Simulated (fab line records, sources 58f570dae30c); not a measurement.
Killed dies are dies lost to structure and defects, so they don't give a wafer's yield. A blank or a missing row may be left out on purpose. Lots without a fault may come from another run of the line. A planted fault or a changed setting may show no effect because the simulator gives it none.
Problem report in the 8D (eight disciplines) form, filled by code | flow berkeley_cmos170 | the parts of the form that need people (team, actions taken, sign-off) are left out

1. THE PROBLEM
M1_AL_RS at UCB170_M1_RS_MEAS_01 reads a mean of 0.0536 ohm/sq on 1 wafer of 1 lot; wafers without a fault read 0.0493 ohm/sq with a standard deviation of 0.00046. That is +9.3 standard deviations from the usual mean.
The step: measures by four-point-probe.
First seen on wafer L721.6, day 9 08:44, on film_metro-02. The record holds 39 wafers of 13 lots with a number at this step. Rule for "out", or "out of limits": more than 4 standard deviations from the usual mean. The other wafers with a number count as sound.

2. WHAT IT IS AND WHAT IT IS NOT
question                    | is               | is not
which readings at this step | M1_AL_RS         | -
which lots                  | L721             | L713, L714, L716, L725, L726, L727, L728, L732, L733, L734, L735, L736
which wafers of those lots  | L721.6           | L721.2, L721.4
read on which gauges        | film_metro-02    | film_metro-01, film_metro-04
when                        | from day 9 08:44 | up to then (11 sound wafers); but 27 sound wafers of L725, L726, L727, L728, L732, L733, L734, L735, L736 came after

3. SUSPECTS, AND WHAT RULES EACH OUT
Counting: a tool at a process step up to the reading stays a suspect if it ran every lot that is out. Sound lots after the first of them don't rule it out here, since some wafers of a struck lot are sound.
- the gauge at UCB170_M1_RS_MEAS_01: kept. All the wafers that are out were read on film_metro-02, and no step on other tools shows them out.
- pvd_sputter-02 at UCB170_M1_SPUTTER_00 (material Al, target thk 600 nm, time 80 s): kept. It ran the lot that is out, L721 (day 9 08:40); its last sound lot up to then is L716 (day 8 01:52).
Left after counting: pvd_sputter-02 at UCB170_M1_SPUTTER_00, film_metro-02 at UCB170_M1_RS_MEAS_01.

4. THE CAUSE (what the simulator had put in)
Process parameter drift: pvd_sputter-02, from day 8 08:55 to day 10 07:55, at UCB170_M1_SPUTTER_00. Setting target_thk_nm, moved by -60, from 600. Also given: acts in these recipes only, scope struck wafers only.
Counting left 2 suspects, and this tool is among them.

5. THE CHAIN OF EFFECTS, in route order
Each row: a reading whose mean over the struck wafers that have a number lies more than 3 standard deviations from the usual. Only readings for which the record gives a usual standard deviation are gone through. hours: the time from each lot's start at the first step in this table that gives one to its start at this step, as a median over the lots. sigmas: the change in usual standard deviations.
hours | step                  | reading   | usual         | on struck wafers | change  | sigmas
0     | UCB170_M1_RS_MEAS_01  | M1_AL_RS  | 0.0493 ohm/sq | 0.0536           | +0.0043 | +9.3
0     | UCB170_M1_THK_MEAS_02 | M1_AL_THK | 582 nm        | 535              | -47     | -8.0
Later measuring or inspecting steps at which every struck wafer that the step has a row for has a number for every such reading, and none has moved that far: UCB170_M1_CD_MEAS_09.

6. WHAT WOULD HAVE CAUGHT IT SOONER
In this record the first reading out of limits at a measuring or inspecting step was taken at day 9 08:44, 24 hours after the fault began at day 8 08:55.
Of the tool readings at UCB170_M1_SPUTTER_00 for which the record gives a usual standard deviation, none was out on any struck wafer, so an alarm limit of 4 standard deviations on them would not have fired.
All the lots that are out (1) had begun UCB170_M1_SPUTTER_00 on pvd_sputter-02 by day 9 08:44. A hold on the tool at that time would have spared none of them.
